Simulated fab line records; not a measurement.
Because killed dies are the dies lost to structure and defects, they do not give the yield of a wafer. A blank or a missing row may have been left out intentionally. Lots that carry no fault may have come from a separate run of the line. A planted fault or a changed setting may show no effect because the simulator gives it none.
fab line records	flow rit-cmos
record: lots: 14	wafers: 42	last-day: 7
route steps=202 shown WELLDRIVE@50
lots that met no fault: from a run of the same line without faults
start-h: start of the lot's first displayed wafer, in hours after the record's first day	wait-h: hours since the lot's step before	" repeats the value in the row above	L1.1+2: a single row standing in for several wafers	- no value, or no start was given	* or withheld: withheld	< > ~ a bound
route shown NAME@n: NAME is a module with steps in the file, n the number in the route of the first one	usual: mean/standard deviation taken from wafers without a fault	same: alike in all rows	chamber/n: place in a boat	sites: each site's reading	_std_site: standard deviation of those values	_edge_site: outer sites' mean less inner sites'	radius-mm: how far each site lies from the wafer's centre	mask NAME#n: copy n	behind: the last tool/chamber to shape the wafer	hold: what put the lot on hold/how long, in hours/how the hold closed	device: names the non-switching transistor (n, p or np)	end of line: tests run on the same wafers once the route is complete	where a step has no rows: the recipe by itself	killed: the dies lost at the first sort to structure and to defects; this is not the yield of the wafer	map: shows each die of a wafer: x if killed, . if not, _ if none is there
set.NAME: the setting the step ran with; set.NAME@STEP: the setting that earlier step ran with	model.NAME: the simulator's own value behind a step, which no gauge read
a sample of lots followed through the steps of the route, with each step as a table and each wafer as a row
services: when a tool's chamber went out of use (start-h, in hours from the record's first day, below 0 if earlier), for how many hours, and the reason
== steps ==
step: RIT_WELLDRIVE_ANNEAL_00
recipe: temp-c: 1100	time-s: 14700	ambient: N2
usual: run-length-s: 18264/9.9	spike-tc-centre-C: 1102.1/1.3	zone-power-source-pct: 44/3.3
lot.wafer	tool	chamber	start-h	wait-h	run-length-s	spike-tc-centre-C	zone-power-source-pct
L728.2	furnace-03	0	23.93	0.4	18260	1104.0	43
L728.3	"	0	"	"	18260	1101.9	44
L728.5	"	0	"	"	18260	1102.7	43
L729.4	furnace-01	0	31.91	0.0	18264	1101.4	41
L729.5	"	0	"	"	18264	1099.3	42
L729.6	"	0	"	"	18264	1102.3	41
L736.2	furnace-04	-	62.75	0.0	-	-	-
L736.3	"	-	"	"	-	-	-
L736.4	"	-	"	"	-	-	-
L737.2	furnace-03	-	72.80	0.0	-	-	-
L737.3	"	-	"	"	-	-	-
L737.6	"	-	"	"	-	-	-
L742.1	furnace-01	0	93.93	0.6	18283	1100.9	41
L742.3	"	0	"	"	18283	1102.1	42
L742.4	"	0	"	"	18283	1099.7	41
L743.2	furnace-04	0	100.27	0.1	18264	1102.6	48
L743.3	"	0	"	"	18264	1102.6	48
L743.4	"	0	"	"	18264	1102.4	48
L744.2	furnace-04	0	105.35	0.9	18261	1101.8	48
L744.5	"	0	"	"	18261	1102.3	49
L744.6	"	0	"	"	18261	1103.3	49
L745.1	furnace-03	0	109.41	0.1	18248	1102.0	44
L745.5	"	0	"	"	18248	1100.6	44
L745.6	"	0	"	"	18248	1101.4	43
L746.1	furnace-01	0	113.17	0.1	18271	1101.7	40
L746.2	"	0	"	"	18271	1100.8	41
L746.6	"	0	"	"	18271	1100.9	42
L747.2	furnace-01	0	118.26	0.2	18271	1100.2	42
L747.3	"	0	"	"	18271	1101.1	41
L747.6	"	0	"	"	18271	1100.2	41
L748.2	furnace-03	0	122.70	0.0	18261	1101.8	43
L748.4	"	0	"	"	18261	1101.9	43
L748.5	"	0	"	"	18261	1100.8	43
L749.1	furnace-01	0	129.69	0.6	18268	1100.1	41
L749.2	"	0	"	"	18268	1100.8	41
L749.4	"	0	"	"	18268	1101.9	41
L750.2	furnace-01	0	134.77	0.5	18273	1101.6	41
L750.4	"	0	"	"	18273	1101.1	41
L750.5	"	0	"	"	18273	1100.9	41
L751.3	furnace-01	0	139.85	0.0	18273	1099.2	41
L751.5	"	0	"	"	18273	1101.2	41
L751.6	"	0	"	"	18273	1102.6	41
== services ==
tool	chamber	start-h	hours	kind
furnace-01	-	10.85	3.5	pm
furnace-04	-	16.92	9.5	pm
furnace-01	-	36.99	2.8	pm
furnace-04	-	127.04	3.1	pm
== key ==
first-sign: step: RIT_WELLDRIVE_ANNEAL_00	reading: tool-record	direction: missing
effect none on later readings
met-at RIT_WELLDRIVE_ANNEAL_00
struck-lots L736,L737
later-rows-left-out L736.2,L736.3,L736.4,L737.2,L737.3,L737.6
sort-left-out L736.2,L736.3,L736.4,L737.2,L737.3,L737.6
tester-left-out L736,L737
onset-between 23.93 62.75
fault: kind: skipped-step-whole	tool: furnace-03,furnace-04	chamber: -	onset-h: 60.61	steps: RIT_WELLDRIVE_ANNEAL_00	scope: struck-lots-only
tester-left-out: of these lots the tester's yield and bins aren't shown, on N5 and GAA mostly nor the transistor test; their killed dies are dies lost to structure and defects alone, not to doping, threshold or leakage, so they don't give the yield
sort-left-out: the simulated sort isn't trusted on such a fault, so these wafers' sort isn't shown, and their yield isn't known
later-rows-left-out: the simulator's readings of these wafers behind a module that went badly wrong aren't trusted and aren't shown, but for the sort
